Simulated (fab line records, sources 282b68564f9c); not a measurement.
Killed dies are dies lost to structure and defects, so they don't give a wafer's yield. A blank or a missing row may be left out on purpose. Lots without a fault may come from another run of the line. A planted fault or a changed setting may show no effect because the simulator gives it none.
Split-lot experiment | flow rit_cmos | 5 lots, 23 wafers read, on a route of 202 steps

THE SPLIT
At RIT_GATE_DEVELOP_15 (develop time 50 s), the setting develop_time_s was moved away from the recipe's 50 s on 7 of the 23 wafers read, by +11.7% to +13.8%. The other wafers ran this setting at the recipe's value.

FROM THE SPLIT TO THE READING: what the file shows between them, 13 steps
- RIT_SPACER_CVD_03: deposits Si3N4 from SiH2Cl2/NH3, target thk 250 nm, time 3300 s (also split here: time_s)
- RIT_SPACER_THK_MEAS_04
- RIT_SPACER_ETCHBACK_05: etches Si3N4 in SF6/CHF3, stops on SiO2, target depth 250 nm, time 240 s
- RIT_NSD_HARDBAKE_07: time 60 s (also split here: temp_c)
- RIT_PSD_COAT_01: resist thk 1000 nm (also split here: spin_rpm)
- RIT_PSD_SOFTBAKE_02: time 60 s
- RIT_PSD_EXPOSE_03: exposes mask M10, target cd 40900 nm
- RIT_PSD_DEVELOP_05: develop time 50 s
- RIT_PSD_HARDBAKE_07: time 60 s
- RIT_SDANNEAL_RTA_03: time 5 s (also split here: time_s)
- RIT_SDANNEAL_RS_MEAS_04: measures by four-point-probe
- RIT_CONTACT_DEVELOP_07: develop time 120 s (also split here: develop_time_s)
- RIT_CONTACT_CD_MEAS_08: target cd 1000 nm

THE READING
etest.nmos_0p15.drive_ua_um (the simulator's own value, which no gauge read), at RIT_M1_PROBE_99. The file gives no usual value for it. The 16 wafers here that ran the recipe average 408.3, standard deviation 45.

wafer  | tool, chamber at the split | develop_time_s as run, s | against the recipe | etest.nmos_0p15.drive_ua_um | against lot-mates on the recipe
L074.1 | litho_track-03, 0          | 50                       | recipe             | 452.4                       | -
L074.3 | litho_track-03, 0          | 50                       | recipe             | 462.4                       | -
L074.5 | litho_track-03, 0          | 50                       | recipe             | 462.8                       | -
L079.1 | litho_track-04, 0          | 50                       | recipe             | 446.6                       | -
L079.2 | litho_track-04, 0          | 50                       | recipe             | 455.9                       | -
L079.3 | litho_track-04, 0          | 50                       | recipe             | 445.1                       | -
L079.5 | litho_track-04, 0          | 50                       | recipe             | 452.1                       | -
L079.6 | litho_track-04, 0          | 50                       | recipe             | 438.4                       | -
L080.2 | litho_track-02, 0          | 50                       | recipe             | 361.1                       | -
L080.3 | litho_track-02, 0          | 56.92                    | +13.8%             | 445.2                       | +91.3
L080.4 | litho_track-02, 0          | 56.92                    | +13.8%             | 466                         | +112.1
L080.5 | litho_track-02, 0          | 50                       | recipe             | 352.6                       | -
L080.6 | litho_track-02, 0          | 50                       | recipe             | 348.1                       | -
L082.2 | litho_track-02, 0          | 50                       | recipe             | 368.9                       | -
L082.3 | litho_track-02, 0          | 56.74                    | +13.5%             | 494                         | +116.8
L082.4 | litho_track-02, 0          | 56.74                    | +13.5%             | 467.2                       | +89.9
L082.5 | litho_track-02, 0          | 50                       | recipe             | 385.6                       | -
L082.6 | litho_track-02, 0          | 56.74                    | +13.5%             | 467.8                       | +90.6
L085.1 | litho_track-03, 0          | 50                       | recipe             | 373.3                       | -
L085.2 | litho_track-03, 0          | 50                       | recipe             | 365.4                       | -
L085.4 | litho_track-03, 0          | 55.84                    | +11.7%             | 458.8                       | +92.0
L085.5 | litho_track-03, 0          | 50                       | recipe             | 361.6                       | -
L085.6 | litho_track-03, 0          | 55.84                    | +11.7%             | 456.5                       | +89.7

THE FIT
A straight line over all 23 wafers: etest.nmos_0p15.drive_ua_um changes by +4.34 for each +1% of develop_time_s; r = +0.57; the points scatter about the line by 40.
The same after taking each lot's own level away (the mean of its wafers on the recipe; 23 wafers): +7.44 for each +1%; r = +0.99; scatter 7.8.
On that fit, the largest move of develop_time_s shifts the reading by 1e+02.
The lots' own levels span 353.93 to 459.20, that is 2.4 times the standard deviation above.
So the lot-to-lot level blurs the effect unless lot-mates are compared.
Check: with one of the wafers moved furthest among these (+13.8%) left out of the fit, the line predicts +105 for it against its lot-mates. It came out at +91.3 against them.

OTHER SPLITS ON THESE WAFERS
These wafers also went through other splits before the reading. Each is held against what the fit with the lots' levels taken away leaves over:
other split on the same wafers        | wafers away from the commonest value | r with etest.nmos_0p15.drive_ua_um (lot level and that fit taken away)
RIT_ACTIVE_OXIDATION_01 ox_time_s     | 10                                   | -0.04
RIT_ACTIVE_EXPOSE_08 dose_mj          | 9                                    | +0.13
RIT_NWELL_IMPLANT_08 energy_kev       | 10                                   | -0.12
RIT_PRETRO_COAT_01 resist_thk_nm      | 10                                   | +0.07
RIT_GATE_OXIDATION_05 temp_c          | 15                                   | +0.00
RIT_SPACER_CVD_03 time_s              | 15                                   | +0.07
RIT_NSD_HARDBAKE_07 temp_c            | 7                                    | +0.14
RIT_PSD_COAT_01 spin_rpm              | 7                                    | -0.01
RIT_SDANNEAL_RTA_03 time_s            | 6                                    | +0.03
RIT_CONTACT_DEVELOP_07 develop_time_s | 4                                    | +0.03

THE WHOLE CHAIN: every reading that the file lists as answering this split, in the file's order
step            | what it does | reading                                                                        | change (the file's fit)           | r (the file's)
RIT_M1_PROBE_99 |              | etest.pmos_0p3.r_on_ohm_um (the simulator's own value, which no gauge read)    | -48.9 for each +1% of the setting | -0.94
RIT_M1_PROBE_99 |              | etest.nmos_0p3.r_on_ohm_um (the simulator's own value, which no gauge read)    | -14.1 for each +1% of the setting | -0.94
RIT_M1_PROBE_99 |              | etest.pmos_turned.r_on_ohm_um (the simulator's own value, which no gauge read) | -49.9 for each +1% of the setting | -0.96
RIT_M1_PROBE_99 |              | etest.pmos_0p15.r_on_ohm_um (the simulator's own value, which no gauge read)   | -48.3 for each +1% of the setting | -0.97
RIT_M1_PROBE_99 |              | etest.nmos_0p15.r_on_ohm_um (the simulator's own value, which no gauge read)   | -13.9 for each +1% of the setting | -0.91
RIT_M1_PROBE_99 |              | etest.nmos_0p15.drive_ua_um (the simulator's own value, which no gauge read)   | +7.46 for each +1% of the setting | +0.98

THE FILE'S OWN FIT
etest.nmos_0p15.drive_ua_um changes by +7.46 for each +1% of develop_time_s, r = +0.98.
